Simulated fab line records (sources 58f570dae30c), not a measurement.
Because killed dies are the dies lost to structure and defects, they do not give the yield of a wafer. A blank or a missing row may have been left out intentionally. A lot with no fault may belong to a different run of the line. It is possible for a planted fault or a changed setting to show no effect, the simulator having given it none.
Struck lot and sound lot, side by side / flow berkeley cmos170 / 19 steps out of a route of 331
Sound: the wafers L547.1, L547.2, L547.4. The struck wafers were L550.2, L550.3, L550.6. The cause is given at the end.
Per side, at each step with rows, come the tool, then ch with its chambers, and then its first start. Under that, the readings that differ: sound wafers / struck wafers / difference of the means / sigmas: that difference in standard deviations of wafers without a fault.
alike: readings with means less than 2 such deviations apart, plus words and numbers identical on both sides. not compared: withheld readings, readings lacking a value on some wafer, bounds such as >300 that could conceal the same value, and numbers that have no deviation in the record and whose values overlap.
Wherever a step has rows on one side only, a row that says differs or no value, or a row with sigmas, the two part there. Numbers that don't overlap but have no deviation are shown without sigmas and don't part them. A reading missing from all wafers of one side parts the sides only when that side holds two or more wafers.

first, 4 steps without rows for these wafers: UCB170_WELLDRIVE_WET_ETCH_04 (etches SiO2 in BOE, time 120 s); UCB170_ACTIVE_CLEAN_00 (cleans in SPM, time 600 s); UCB170_ACTIVE_CLEAN_01 (cleans in dHF, time 60 s); UCB170_ACTIVE_OXIDATION_02 (target thk 26.4 nm, ox time 1260 s).
UCB170_ACTIVE_THK_MEAS_03:
  sound on film metro-01 at day 4 20:57; struck on film metro-03 at day 5 16:54
  alike: ACTIVE_OXIDE_THK
then, 2 steps without rows for these wafers: UCB170_ACTIVE_ANNEAL_04 (time 900 s); UCB170_ACTIVE_CVD_05 (deposits Si3N4 from SiH2Cl2/NH3, target thk 220 nm, time 3300 s).
UCB170_ACTIVE_THK_MEAS_06:
  sound on film metro-03 at day 5 03:04; struck on film metro-03 at day 5 21:24
  alike: ACTIVE_NITRIDE_THK
then, 4 steps without rows for these wafers: UCB170_ACTIVE_HMDS_07 (prime time 60 s); UCB170_ACTIVE_COAT_08 (resist thk 900 nm); UCB170_ACTIVE_SOFTBAKE_09 (time 60 s); UCB170_ACTIVE_EXPOSE_10 (exposes mask ACTIVE, target cd 1200 nm).
UCB170_ACTIVE_PEB_11:
  sound on litho track-04 ch 0, day 5 04:37; struck on litho track-03 ch 0, day 5 22:24
  alike: plate temp C
then, 1 step without rows for these wafers: UCB170_ACTIVE_DEVELOP_12 (develop time 45 s).
UCB170_ACTIVE_CD_MEAS_13: the cd target is 1200 nm.
  sound on cd sem-01 at day 5 04:55; struck on cd sem-02 at day 5 22:40
reading=cd nm (nm); sound=1199.4 1198.4 1199.6; struck=1192.0 1190.1 1189.5; difference=-8.6; sigmas=-7
UCB170_ACTIVE_OVL_MEAS_14:
  sound on overlay-01 at day 5 05:02; struck on overlay-02 at day 5 22:47
  alike: ACTIVE_OVL
UCB170_ACTIVE_ETCH_15: etches Si3N4 in CH3F/Ar/O2, stops on SiO2, target depth 242 nm, time 151 s.
  sound on rie diel-02 ch 0,1,3, day 5 05:05; struck on rie diel-03 ch 1,2, day 5 22:49
reading=model.ACTIVE.cd nm (nm); sound=1200 1198 1200; struck=1192 1190 1190; difference=-9; sigmas=
  alike: drypump motor current A, oes product au, throttle valve pct
  not compared: rf hours counter h
UCB170_ACTIVE_STRIP_16: strips in O2.
  sound on plasma asher-04 ch 0,1, day 5 05:11; struck on plasma asher-04 ch 0,1, day 5 22:55
  alike: drypump motor current A, oes product au, strip time to endpoint s
  not compared: rf hours counter h
-- the record jumps here: 4 days lie between the struck wafers' starts before and after (it left off in module ACTIVE and takes up again in module M3, whose first step shown is number 331 of the route) --
UCB170_M3_PROBE_99:
  the record has rows for the struck wafers here (prober-02, day 9 20:18) and none for the sound ones

== WHERE THEY PART ==
At UCB170_ACTIVE_CD_MEAS_13 first; at UCB170_M3_PROBE_99 last (within this record only).

WHY: what had been put in by the simulator
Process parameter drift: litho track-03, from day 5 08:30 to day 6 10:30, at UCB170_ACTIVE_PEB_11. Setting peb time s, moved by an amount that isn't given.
